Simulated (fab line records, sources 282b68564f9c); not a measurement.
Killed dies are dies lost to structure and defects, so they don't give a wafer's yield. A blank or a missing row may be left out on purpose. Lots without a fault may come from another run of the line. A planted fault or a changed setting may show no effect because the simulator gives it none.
Which tool did it? | flow rit_cmos | 14 lots, 42 wafers sampled, at 3 steps of a route of 202

WHAT THE GAUGES READ, wafer by wafer
RIT_PRETRO_TW_MEAS_10. Usual: PRETRO_TW 472, standard deviation 5.8.
lot  | measured    | on            | PRETRO_TW               | flag
L175 | day 2 16:26 | film_metro-04 | 464 467 467             |
L176 | day 2 18:30 | film_metro-02 | 485 481 481             |
L178 | day 2 23:52 | film_metro-01 | 472 471 469             |
L179 | day 3 05:02 | film_metro-02 | 477 479 477             |
L180 | day 3 10:00 | film_metro-04 | 468 468 465             |
L181 | day 3 15:10 | film_metro-02 | 475 479 477             |
L182 | day 3 17:54 | film_metro-02 | 477 477 476             |
L183 | day 3 23:32 | film_metro-02 | 477 479 478             |
L184 | day 4 04:26 | film_metro-01 | 472 471 473             |
L185 | day 4 09:45 | film_metro-04 | 565 565 566 564 564 566 | OFF
L189 | day 5 05:17 | film_metro-02 | 481 481 479             |
L190 | day 5 10:10 | film_metro-01 | 570 570 567 570 566 569 | OFF
L194 | day 6 06:31 | film_metro-04 | 465 468 467             |
L196 | day 6 16:44 | film_metro-04 | 466 467 468             |

WHICH TOOL RAN EACH LOT (tool, then ch and the chambers of the sampled wafers, then the start)
lot  | RIT_PWELL_STRIP_09                  | RIT_PRETRO_IMPLANT_08
L175 | plasma_asher-02 ch 0,1, day 2 07:28 | implanter-01 ch 0, day 2 16:07
L176 | plasma_asher-03 ch 0,1, day 2 08:52 | implanter-04 ch 0, day 2 18:11
L178 | plasma_asher-02 ch 0,1, day 2 15:08 | implanter-04 ch 0, day 2 23:32
L179 | plasma_asher-03 ch 0,1, day 2 19:52 | implanter-03 ch 0, day 3 04:45
L180 | plasma_asher-03 ch 0,1, day 3 00:52 | implanter-01 ch 0, day 3 09:43
L181 | plasma_asher-04 ch 0,1, day 3 05:05 | implanter-03 ch 0, day 3 14:52
L182 | plasma_asher-04 ch 0,1, day 3 09:07 | implanter-04 ch 0, day 3 17:34
L183 | plasma_asher-04 ch 0,1, day 3 14:49 | implanter-03 ch 0, day 3 23:14
L184 | plasma_asher-03 ch 0,1, day 3 19:19 | implanter-01 ch 0, day 4 04:07
L185 | plasma_asher-04 ch 0,1, day 4 00:49 | implanter-01 ch 0, day 4 09:28
L189 | plasma_asher-04 ch 0,1, day 4 20:33 | implanter-04 ch 0, day 5 04:59
L190 | plasma_asher-04 ch 0,1, day 5 01:21 | implanter-01 ch 0, day 5 09:52
L194 | plasma_asher-03 ch 0,1, day 5 21:29 | implanter-03 ch 0, day 6 06:11
L196 | plasma_asher-03 ch 0,1, day 6 07:26 | implanter-03 ch 0, day 6 16:25
- RIT_PWELL_STRIP_09: strips in O2, time 180 s.
- RIT_PRETRO_IMPLANT_08

WHAT THE TOOLS THEMSELVES READ (means of the sampled wafers that have a number; where no wafer has one, the mark that the record gives instead)
RIT_PWELL_STRIP_09. Usual: drypump_motor_current_A 6.1 A, standard deviation 0.35.
lot  | tool            | drypump_motor_current_A (A) | flag
L175 | plasma_asher-02 | 6.3                         |
L176 | plasma_asher-03 | 5.7                         |
L178 | plasma_asher-02 | 6.3                         |
L179 | plasma_asher-03 | 5.7                         |
L180 | plasma_asher-03 | 5.7                         |
L181 | plasma_asher-04 | 6.2                         |
L182 | plasma_asher-04 | 6.4                         |
L183 | plasma_asher-04 | 6.3                         |
L184 | plasma_asher-03 | 5.7                         |
L185 | plasma_asher-04 | 6.4                         |
L189 | plasma_asher-04 | 6.4                         |
L190 | plasma_asher-04 | 6.3                         |
L194 | plasma_asher-03 | 5.7                         |
L196 | plasma_asher-03 | 5.7                         |

RIT_PRETRO_IMPLANT_08. Usual: beam_on_s 9.97 s, standard deviation 0.23; dose_ions_cm2 1.2003e+13, standard deviation 1.3e+10; faraday_current_uA 38.2, standard deviation 0.86.
lot  | tool         | beam_on_s (s) | dose_ions_cm2 | faraday_current_uA | flag
L175 | implanter-01 | 9.99          | 1.2007e+13    | 38.1               |
L176 | implanter-04 | 9.74          | 1.1997e+13    | 39.1               |
L178 | implanter-04 | 9.83          | 1.2005e+13    | 38.8               |
L179 | implanter-03 | 9.99          | 1.2002e+13    | 38.2               |
L180 | implanter-01 | 10.12         | 1.1993e+13    | 37.7               |
L181 | implanter-03 | 9.84          | 1.2007e+13    | 38.7               |
L182 | implanter-04 | 9.85          | 1.1994e+13    | 38.6               |
L183 | implanter-03 | 9.97          | 1.1981e+13    | 38.3               |
L184 | implanter-01 | 10.16         | 1.2007e+13    | 37.5               |
L185 | implanter-01 | 9.96          | 2.2492e+13    | 71.6               | OFF
L189 | implanter-04 | 9.87          | 1.2005e+13    | 38.5               |
L190 | implanter-01 | 9.97          | 2.2502e+13    | 71.7               | OFF
L194 | implanter-03 | 10.14         | 1.2016e+13    | 37.5               |
L196 | implanter-03 | 9.93          | 1.2031e+13    | 38.5               |

THE ANSWER, worked out from the rows above alone
Rule: a lot is off if the mean of its wafers that have a number lies more than 3 standard deviations from the usual mean. A lot without any number at a reading at which 4 lots or more have one is off too. The other lots that the step has rows for count as sound. The gauges are gone through in route order, then the tools' own readings, and for those a lot's mean is taken as printed above. The first step at which some lot is off is used, and at that step the reading that is off furthest; a lot without a number counts as furthest.
Off: L185, L190, at RIT_PRETRO_TW_MEAS_10 (PRETRO_TW).
A tool fits if, at a process step before that reading, it ran every lot that is off, and no sound lot after the first of them. The gauges at RIT_PRETRO_TW_MEAS_10 aren't tried: what is off there is off at RIT_PRETRO_IMPLANT_08 too, on other tools, and a gauge's error can't cause that. One fits: implanter-01 at RIT_PRETRO_IMPLANT_08. Its last sound lot is L184 (day 4 04:07), its first lot that is off L185 (day 4 09:28): a fault that began between those two fits.
The tool's own readings at RIT_PRETRO_IMPLANT_08 bear it out: on the lots that are off they differ by more than 5 times the standard deviation of the sound lots' means. dose_ions_cm2 reads 2.2497e+13 there against 1.2004e+13 on the sound lots; faraday_current_uA reads 71.7 there against 38.3 on the sound lots.

WHAT THE SIMULATOR HAD PUT IN
Process parameter drift: implanter-01, from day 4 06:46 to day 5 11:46, at RIT_PRETRO_IMPLANT_08. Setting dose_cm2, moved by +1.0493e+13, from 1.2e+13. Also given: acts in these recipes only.
Lots struck among those shown: L185, L190. The rule above found the same.
